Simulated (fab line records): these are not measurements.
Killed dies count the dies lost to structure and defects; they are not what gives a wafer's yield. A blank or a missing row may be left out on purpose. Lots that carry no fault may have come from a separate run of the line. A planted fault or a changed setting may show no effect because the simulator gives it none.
Split-lot experiment    flow rit_cmos    23 wafers read across 5 lots, on a route 202 steps long

== THE SPLIT ITSELF ==
At RIT_PLDD_IMPLANT_08, the setting energy_kev was moved away from the recipe's 20 on 8 of the 23 wafers read, by -4.9% to +4.4%. The other wafers ran this setting at the recipe's value.

The reading comes from the split's own step.

== THE READING ==
The simulator's own value implant.drp_nm, read by no gauge, in nm at RIT_PLDD_IMPLANT_08. The file gives no usual value for it.

wafer   tool, chamber at the split  energy_kev as run  against the recipe  implant.drp_nm, nm  against lot-mates on the recipe
L078.2  implanter-02, 0             19.02              -4.9%               9.413               -0.339
L078.5  implanter-02, 0             19.02              -4.9%               9.413               -0.339
L078.3  implanter-02, 0             20                 recipe              9.752               -
L078.4  implanter-02, 0             20                 recipe              9.752               -
L078.6  implanter-02, 0             20                 recipe              9.752               -
L079.1  implanter-01, 0             19.67              -1.6%               9.638               -0.114
L079.6  implanter-01, 0             19.67              -1.6%               9.638               -0.114
L079.2  implanter-01, 0             20                 recipe              9.752               -
L079.3  implanter-01, 0             20                 recipe              9.752               -
L079.4  implanter-01, 0             20                 recipe              9.752               -
L080.1  implanter-02, 0             19.18              -4.1%               9.469               -0.283
L080.6  implanter-02, 0             19.18              -4.1%               9.469               -0.283
L080.2  implanter-02, 0             20                 recipe              9.752               -
L080.3  implanter-02, 0             20                 recipe              9.752               -
L080.4  implanter-02, 0             20                 recipe              9.752               -
L083.1  implanter-04, 0             20                 recipe              9.752               -
L083.3  implanter-04, 0             20                 recipe              9.752               -
L083.5  implanter-04, 0             20                 recipe              9.752               -
L083.2  implanter-04, 0             20.88              +4.4%               10.05               +0.298
L083.6  implanter-04, 0             20.88              +4.4%               10.05               +0.298
L085.2  implanter-02, 0             20                 recipe              9.752               -
L085.3  implanter-02, 0             20                 recipe              9.752               -
L085.6  implanter-02, 0             20                 recipe              9.752               -

THE FIT
A straight line over all 23 wafers: implant.drp_nm changes by +0.0686 nm for each +1% of energy_kev; r = +1.00; the points scatter about the line by 0.0014 nm.
The same after taking each lot's own level away (the mean of its wafers on the recipe; 23 wafers): +0.0686 nm for each +1%; r = +1.00; scatter 0.0014 nm.
On that fit, the largest move of energy_kev shifts the reading by 0.34 nm.
The lots' own levels span 9.7520 to 9.7520 nm.
Consequently the slope shifts little with the lot-to-lot level, the two slopes agreeing.
Check: for one of the wafers moved furthest among these (-4.9%), held out of the fit, the line's prediction against its lot-mates is -0.336 nm. Against them it came out at -0.339 nm.

== THESE WAFERS: OTHER SPLITS ==
Note: prior to the reading, these wafers also went through further splits. Each is held against what the fit with the lots' levels taken away leaves over:
other split on the same wafers      wafers away from the commonest value  r with implant.drp_nm (lot level and that fit taken away)
RIT_ACTIVE_OXIDATION_01 temp_c      18                                    +0.00
RIT_ACTIVE_STRIP_14 pressure_mtorr  18                                    -0.07
RIT_FOX2_OXIDATION_00 ox_time_s     15                                    +0.25
RIT_NWELL_IMPLANT_08 dose_cm2       9                                     +0.39
RIT_NRETRO_COAT_01 spin_rpm         6                                     +0.56
RIT_PRETRO_SOFTBAKE_02 temp_c       7                                     -0.18
RIT_GATE_OXIDATION_05 temp_c        10                                    -0.31

== THE WHOLE CHAIN: every reading that the file lists as answering this split, in the file's order ==
step                 what it does  reading                                                          change (the file's fit)                 r (the file's)
RIT_PLDD_IMPLANT_08                implant.rp_nm (the simulator's own value, which no gauge read)   +0.136 nm for each +1% of the setting   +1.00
RIT_PLDD_IMPLANT_08                implant.drp_nm (the simulator's own value, which no gauge read)  +0.0687 nm for each +1% of the setting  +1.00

== THE FILE'S OWN FIT ==
implant.drp_nm changes by +0.0687 nm for each +1% of energy_kev, r = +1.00.
